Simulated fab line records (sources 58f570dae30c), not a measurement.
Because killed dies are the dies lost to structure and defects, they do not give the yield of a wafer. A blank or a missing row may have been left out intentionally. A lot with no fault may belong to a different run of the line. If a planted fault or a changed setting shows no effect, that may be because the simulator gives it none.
Check of tool commonality    flow berkeley_cmos170    Sampled: 14 lots, 42 wafers

## WHY THIS WAS OPENED
Of 14 lots, 2 have the reading NWELL_OXIDE_THK flagged at UCB170_NWELL_THK_MEAS_02. Wafers without a fault read 26.6 nm, standard deviation 0.5.
Rule: a lot gets a flag if all its wafers with a number sit over 4 standard deviations from that mean, or if no wafer of it has a number. As for the other lots, they are considered sound.

lot   measured     on             NWELL_OXIDE_THK (nm), wafer by wafer  flag
L847  day 2 00:16  film_metro-03  26.3 26.6 26.2                        
L849  day 2 08:56  film_metro-02  27.9 27.6 27.5                        
L851  day 2 17:43  film_metro-01  27.3 27.2 27.4                        
L852  day 2 21:58  film_metro-01  25.6 25.7 25.4                        
L854  day 3 09:55  film_metro-02  27.0 26.4 26.4                        
L855  day 3 14:46  film_metro-03  26.5 26.5 26.4                        
L857  day 4 03:10  film_metro-02  26.0 26.1 25.9                        
L858  day 4 09:26  film_metro-01  26.2 26.5 26.4                        
L859  day 4 15:26  film_metro-02  27.1 27.4 26.7                        
L860  day 4 20:52  film_metro-01  26.1 25.7 26.3                        
L867  day 6 08:13  film_metro-01  29.9 29.9 30.2                        FLAGGED
L868  day 6 12:26  film_metro-01  29.1 29.2 29.6                        FLAGGED
L870  day 6 14:10  film_metro-01  26.2 26.3 26.0                        
L869  day 6 14:10  film_metro-02  26.1 25.9 26.0                        
The numbers of the flagged lots are 29.6 nm on average: +3.0 nm against the usual, or +6 standard deviations.

## WHICH TOOL EACH LOT WENT THROUGH
The record keeps 1 process step preceding the reading, out of 331 steps on the route. Every cell lists first the tool, next ch and the chambers used by the sampled wafers, and last the start.
lot   flag     UCB170_NWELL_OXIDATION_01
L847           furnace-01 ch 0, day 1 22:54
L849           furnace-04 ch 0, day 2 07:35
L851           furnace-01 ch 0, day 2 16:22
L852           furnace-03 ch 0, day 2 20:37
L854           furnace-04 ch 0, day 3 08:34
L855           furnace-03 ch 0, day 3 13:25
L857           furnace-03 ch 0, day 4 01:48
L858           furnace-04 ch 0, day 4 08:04
L859           furnace-03 ch 0, day 4 14:05
L860           furnace-04 ch 0, day 4 19:30
L867  FLAGGED  furnace-03 ch 0, day 6 06:52
L868  FLAGGED  furnace-03 ch 0, day 6 11:04
L870           furnace-01 ch 0, day 6 12:49
L869           furnace-01 ch 0, day 6 12:49
These steps, and what they do:
- UCB170_NWELL_OXIDATION_01: target thk 26.4 nm, ox time 1260 s.
- UCB170_NWELL_THK_MEAS_02

## FLAGGED AGAINST TOTAL, ONE TOOL AT A TIME (gauges that did the reading follow at the end)
step                       tool           lots run  flagged  share of the flagged lots  sound lots run after its first flagged lot
UCB170_NWELL_OXIDATION_01  furnace-01     4         0        none                       -
UCB170_NWELL_OXIDATION_01  furnace-03     6         2        all                        0
UCB170_NWELL_OXIDATION_01  furnace-04     4         0        none                       -
UCB170_NWELL_THK_MEAS_02   film_metro-01  7         2        all                        1 (L870)
UCB170_NWELL_THK_MEAS_02   film_metro-02  5         0        none                       -
UCB170_NWELL_THK_MEAS_02   film_metro-03  2         0        none                       -

## WHAT IS ALLOWED BY THE TABLE
Table rows that saw every flagged lot: 2, namely furnace-03 at UCB170_NWELL_OXIDATION_01 and film_metro-01 at UCB170_NWELL_THK_MEAS_02.
- furnace-03 at UCB170_NWELL_OXIDATION_01 ran 6 lots, 2 of them flagged. Last sound lot L859 at day 4 14:05, first flagged lot L867 at day 6 06:52; a fault beginning in between fits.
- film_metro-01 at UCB170_NWELL_THK_MEAS_02 ran 7 lots, 2 of them flagged. Lots that were sound ran on it after the first flagged one (L870); a persistent fault on the entire tool would not allow that.
One tool is left: furnace-03 at UCB170_NWELL_OXIDATION_01.

## WHAT WAS PUT IN BY THE SIMULATOR
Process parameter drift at UCB170_NWELL_OXIDATION_01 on furnace-03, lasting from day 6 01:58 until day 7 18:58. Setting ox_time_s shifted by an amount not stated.
Struck lots among those shown: L867, L868. The rule above reached the same finding.
